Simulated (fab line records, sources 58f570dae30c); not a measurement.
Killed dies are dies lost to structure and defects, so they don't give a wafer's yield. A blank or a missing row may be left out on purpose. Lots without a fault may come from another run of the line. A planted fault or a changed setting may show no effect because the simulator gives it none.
One fault seen from 2 desks | flow berkeley_cmos170 | each desk has only its own numbers; what lay behind them comes last

THE METROLOGY DESK
What the gauges read, lot by lot, whatever tool the lot ran on: means of the sampled wafers that have a number. A lot is out of limits, marked OUT, if its mean lies more than 4 standard deviations from the usual mean; the brackets give that distance.
Columns: A = NSD_OVL at UCB170_NSD_OVL_MEAS_07, usual 0 nm; B = M1_AL_RS at UCB170_M1_RS_MEAS_01, usual 0.0506 ohm/sq; C = M1_AL_THK at UCB170_M1_THK_MEAS_02, usual 566 nm
lot  | first seen here | A  | B                 | C
L347 | day 6 21:38     | -6 | 0.0507            | 564
L346 | day 6 21:44     | 7  | 0.0509            | 566
L345 | day 6 22:02     | 2  | 0.0516            | 551
L349 | day 7 11:34     | 1  | 0.0512            | 556
L350 | day 7 11:53     | 8  | 0.0505            | 568
L348 | day 7 22:47     | 4  | 0.0503            | 569
L351 | day 7 23:19     | -4 | 0.0504            | 568
L352 | day 7 23:26     | 1  | 0.0510            | 562
L355 | day 9 00:57     | 1  | 0.0496            | 579
L354 | day 9 01:12     | -6 | 0.0511            | 562
L356 | day 9 07:25     | 8  | 0.0510            | 559
L359 | day 9 18:37     | -9 | 0.0474 (-5.3) OUT | 605 (+5.4) OUT
L363 | day 10 16:22    | 2  | 0.0465 (-6.8) OUT | 616 (+6.9) OUT
L364 | day 11 12:40    | 2  | 0.0502            | 572
This desk's finding: out of limits on L359, L363; first on L359, day 10 04:11 (M1_AL_RS at UCB170_M1_RS_MEAS_01). In limits: L347, L346, L345, L349, L350, L348, L351, L352, L355, L354, L356, L364.

THE TOOL OWNER'S DESK: pvd_sputter-03
The tool's own readings at UCB170_M1_SPUTTER_00 (material Al, target thk 600 nm, time 80 s): means of the sampled wafers that have a number, for each lot that ran on this tool. A lot is out of limits, marked OUT, if its mean lies more than 4 standard deviations from the usual mean; the brackets give that distance.
Columns: A = chamber_pressure_pa at UCB170_M1_SPUTTER_00, usual 0.5002 Pa; B = throttle_valve_pct at UCB170_M1_SPUTTER_00, usual 30.9 %
lot  | first seen here | A      | B
L348 | day 8 05:29     | 0.4986 | 30.8
L352 | day 8 07:22     | 0.4998 | 31.4
L355 | day 9 10:42     | 0.5000 | 30.9
L356 | day 9 16:19     | 0.4996 | 30.3
L359 | day 10 04:03    | 0.5014 | 30.2
L363 | day 10 23:39    | 0.5001 | 30.5
This desk's finding: nothing out of limits on any of the 6 lots.

PUT TOGETHER
The metrology desk could have raised an alarm at day 10 04:11, on L359, L363.
The tool owner's desk saw nothing out of limits.
The tool owner's desk has L359, L363 on record, within its limits.
Of the lots named, all ran UCB170_M1_SPUTTER_00 on pvd_sputter-03.

WHAT THE SIMULATOR HAD PUT IN
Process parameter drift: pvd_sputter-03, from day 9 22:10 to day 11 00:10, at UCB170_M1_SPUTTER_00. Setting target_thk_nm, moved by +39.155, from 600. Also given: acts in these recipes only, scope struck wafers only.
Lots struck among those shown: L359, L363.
Hours from the fault's start to each desk's first reading out of limits: the metrology desk, 6.
